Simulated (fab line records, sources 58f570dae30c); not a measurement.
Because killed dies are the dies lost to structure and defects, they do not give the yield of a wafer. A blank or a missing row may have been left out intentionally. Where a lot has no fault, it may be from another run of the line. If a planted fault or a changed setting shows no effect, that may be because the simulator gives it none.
Which tool was responsible? / flow berkeleyCmos170 / 42 wafers from 14 lots sampled at 4 of the route's 331 steps

WHAT THE GAUGES SHOWED, per wafer
UCB170_PSD_CD_MEAS_06 targets a cd of 1200 nm.
lot=L997; measured=day 6 10:09; on=cdSem-01; cdNm (nm)=1197.9 1198.9 1198.7
lot=L998; measured=day 6 19:22; on=cdSem-01; cdNm (nm)=1198.7 1198.7 1199.0
lot=L999; measured=day 6 19:59; on=cdSem-01; cdNm (nm)=1200.7 1200.7 1200.0
lot=L101; measured=day 7 03:33; on=cdSem-02; cdNm (nm)=1200.6 1199.5 1201.3
lot=L100; measured=day 7 03:49; on=cdSem-02; cdNm (nm)=1200.8 1201.1 1198.5
lot=L102; measured=day 7 22:09; on=cdSem-02; cdNm (nm)=1199.1 1200.6 1200.4
lot=L104; measured=day 8 05:35; on=cdSem-01; cdNm (nm)=1200.9 1200.3 1200.5
lot=L106; measured=day 8 12:58; on=cdSem-01; cdNm (nm)=1201.3 1202.0 1200.4
lot=L108; measured=day 8 13:16; on=cdSem-01; cdNm (nm)=1200.6 1201.1 1200.8
lot=L105; measured=day 8 13:30; on=cdSem-01; cdNm (nm)=1198.2 1198.9 1199.2
lot=L110; measured=day 9 09:54; on=cdSem-01; cdNm (nm)=1199.7 1199.6 1199.6
lot=L115; measured=day 10 12:55; on=cdSem-01; cdNm (nm)=1199.0 1198.1 1198.2
lot=L114; measured=day 10 13:10; on=cdSem-02; cdNm (nm)=1200.2 1198.3 1201.7
lot=L117; measured=day 11 01:16; on=cdSem-02; cdNm (nm)=1200.9 1202.0 1200.8

UCB170_SILICIDE_THK_MEAS_03: measures by xrf.
lot=L997; measured=day 6 15:37; on=filmMetro-02; SILICIDE_TI_THK (nm)=30.5 29.5 29.5
lot=L998; measured=day 6 23:04; on=filmMetro-04; SILICIDE_TI_THK (nm)=31.1 30.9 31.1
lot=L999; measured=day 7 00:05; on=filmMetro-04; SILICIDE_TI_THK (nm)=30.5 29.9 30.8
lot=L101; measured=day 7 09:07; on=filmMetro-04; SILICIDE_TI_THK (nm)=30.0 30.5 30.1
lot=L100; measured=day 7 10:59; on=filmMetro-03; SILICIDE_TI_THK (nm)=29.4 29.7 30.0
lot=L102; measured=day 8 04:04; on=filmMetro-04; SILICIDE_TI_THK (nm)=30.7 30.4 29.8
lot=L104; measured=day 8 12:41; on=filmMetro-02; SILICIDE_TI_THK (nm)=30.6 29.9 29.9
lot=L106; measured=day 8 16:47; on=filmMetro-04; SILICIDE_TI_THK (nm)=31.2 30.5 30.6
lot=L108; measured=day 8 17:10; on=filmMetro-04; SILICIDE_TI_THK (nm)=29.5 30.3 29.7
lot=L105; measured=day 8 17:22; on=filmMetro-03; SILICIDE_TI_THK (nm)=30.7 30.8 31.0
lot=L110; measured=day 9 14:32; on=filmMetro-02; SILICIDE_TI_THK (nm)=29.6 30.2 30.2
lot=L115; measured=day 10 20:16; on=filmMetro-03; SILICIDE_TI_THK (nm)=30.0 29.6 30.0
lot=L114; measured=day 10 20:01; on=filmMetro-02; SILICIDE_TI_THK (nm)=30.2 30.0 30.0
lot=L117; measured=day 11 05:47; on=filmMetro-04; SILICIDE_TI_THK (nm)=30.6 30.4 30.4

UCB170_M1_CD_MEAS_09 targets a cd of 700 nm.
lot=L997; measured=day 6 22:46; on=cdSem-02; cdNm (nm)=700.8 702.0 701.3
lot=L998; measured=day 7 06:52; on=cdSem-02; cdNm (nm)=700.0 697.9 698.9
lot=L999; measured=day 7 07:01; on=cdSem-02; cdNm (nm)=700.5 699.0 699.5
lot=L101; measured=day 7 16:31; on=cdSem-01; cdNm (nm)=701.9 701.9 701.4
lot=L100; measured=day 7 18:26; on=cdSem-01; cdNm (nm)=698.6 699.9 698.8
lot=L102; measured=day 8 14:26; on=cdSem-01; cdNm (nm)=701.3 700.6 699.3
lot=L104; measured=day 8 20:55; on=cdSem-02; cdNm (nm)=702.1 699.9 702.5
lot=L106; measured=day 9 00:38; on=cdSem-01; cdNm (nm)=702.3 702.2 702.1
lot=L108; measured=day 9 01:14; on=cdSem-01; cdNm (nm)=701.1 701.9 700.0
lot=L105; measured=day 9 01:44; on=cdSem-01; cdNm (nm)=697.6 698.6 698.7
lot=L110; measured=day 9 21:22; on=cdSem-01; cdNm (nm)=699.3 701.8 701.8
lot=L115; measured=day 11 04:29; on=cdSem-01; cdNm (nm)=699.7 699.1 699.2
lot=L114; measured=day 11 04:05; on=cdSem-02; cdNm (nm)=698.9 697.3 697.7
lot=L117; measured=day 11 14:25; on=cdSem-01; cdNm (nm)=700.0 699.3 699.3

EACH LOT AND THE TOOL THAT RAN IT (in order: tool; ch and the chambers of the sampled wafers; start)
lot=L997; UCB170_BACKSIDE_SOFTBAKE_02=lithoTrack-02 ch 0, day 6 13:17
lot=L998; UCB170_BACKSIDE_SOFTBAKE_02=lithoTrack-01 ch 0, day 6 21:49
lot=L999; UCB170_BACKSIDE_SOFTBAKE_02=lithoTrack-01 ch 0, day 6 22:52
lot=L101; UCB170_BACKSIDE_SOFTBAKE_02=lithoTrack-02 ch 0, day 7 07:33
lot=L100; UCB170_BACKSIDE_SOFTBAKE_02=lithoTrack-02 ch 0, day 7 09:18
lot=L102; UCB170_BACKSIDE_SOFTBAKE_02=lithoTrack-03 ch 0, day 8 02:38
lot=L104; UCB170_BACKSIDE_SOFTBAKE_02=lithoTrack-03 ch 0, day 8 11:28
lot=L106; UCB170_BACKSIDE_SOFTBAKE_02=lithoTrack-01 ch 0, day 8 15:32
lot=L108; UCB170_BACKSIDE_SOFTBAKE_02=lithoTrack-02 ch 0, day 8 15:47
lot=L105; UCB170_BACKSIDE_SOFTBAKE_02=lithoTrack-03 ch 0, day 8 16:07
lot=L110; UCB170_BACKSIDE_SOFTBAKE_02=lithoTrack-03 ch 0, day 9 13:19
lot=L115; UCB170_BACKSIDE_SOFTBAKE_02=lithoTrack-01 ch 0, day 10 18:56
lot=L114; UCB170_BACKSIDE_SOFTBAKE_02=lithoTrack-02 ch 0, day 10 18:41
lot=L117; UCB170_BACKSIDE_SOFTBAKE_02=lithoTrack-01 ch 0, day 11 04:32
- UCB170_BACKSIDE_SOFTBAKE_02: time 60 s.

WHAT THE TOOLS THEMSELVES READ (means of the sampled wafers that have a number; where no wafer has one, the mark that the record gives instead)
UCB170_BACKSIDE_SOFTBAKE_02.
lot=L997; tool=lithoTrack-02; runLengthS (s)=89.5
lot=L998; tool=lithoTrack-01; runLengthS (s)=89.5
lot=L999; tool=lithoTrack-01; runLengthS (s)=89.5
lot=L101; tool=lithoTrack-02; runLengthS (s)=89.4
lot=L100; tool=lithoTrack-02; runLengthS (s)=89.3
lot=L102; tool=lithoTrack-03; runLengthS (s)=88.8
lot=L104; tool=lithoTrack-03; runLengthS (s)=89.0
lot=L106; tool=lithoTrack-01; runLengthS (s)=89.4
lot=L108; tool=lithoTrack-02; runLengthS (s)=89.4
lot=L105; tool=lithoTrack-03; runLengthS (s)=99.5
lot=L110; tool=lithoTrack-03; runLengthS (s)=99.6
lot=L115; tool=lithoTrack-01; runLengthS (s)=89.6
lot=L114; tool=lithoTrack-02; runLengthS (s)=89.4
lot=L117; tool=lithoTrack-01; runLengthS (s)=89.4

THE ANSWER, worked out from the rows above alone
Rule: what is usual is taken from the lots themselves. The widest of any qualifying gaps counts: lots, ordered by their means at a reading, are off when they make up no more than a third of the lots, leave a main group of 4 or more, and stand apart from it by 3 or more times the standard deviation of that group's means. Not used: any main group whose means are identical at the precision the tables above print for the reading. A lot without any number at a reading at which 4 lots or more have one is off too. The other lots that the step has rows for count as sound. Order of review: gauges by route order, followed by the tools' own readings, for which a lot's mean as printed above is used. At the first step where some lot is off, the reading lying furthest off is the one used; lots without a number count as furthest.
Off: L105, L110, at UCB170_BACKSIDE_SOFTBAKE_02 (runLengthS). Main group: mean 89.3 s, sd 0.22.
A tool fits if, at that step or a process step before it, it ran every lot that is off, and no sound lot after the first of them. One fits: UCB170_BACKSIDE_SOFTBAKE_02 on lithoTrack-03. A fault onset in the window from L104 (day 8 11:28, its last sound lot) to L105 (day 8 16:07, its first lot off) fits.
The tool's own readings at UCB170_BACKSIDE_SOFTBAKE_02 bear it out: on the lots that are off they differ by more than 5 times the standard deviation of the sound lots' means. runLengthS reads 99.5 s there against 89.3 s on the sound lots.

WHAT WAS PUT IN BY THE SIMULATOR
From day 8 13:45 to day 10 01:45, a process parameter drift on lithoTrack-03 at UCB170_BACKSIDE_SOFTBAKE_02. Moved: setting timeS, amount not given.
Shown lots that were struck: L105, L110. This agrees with what the rule above found.
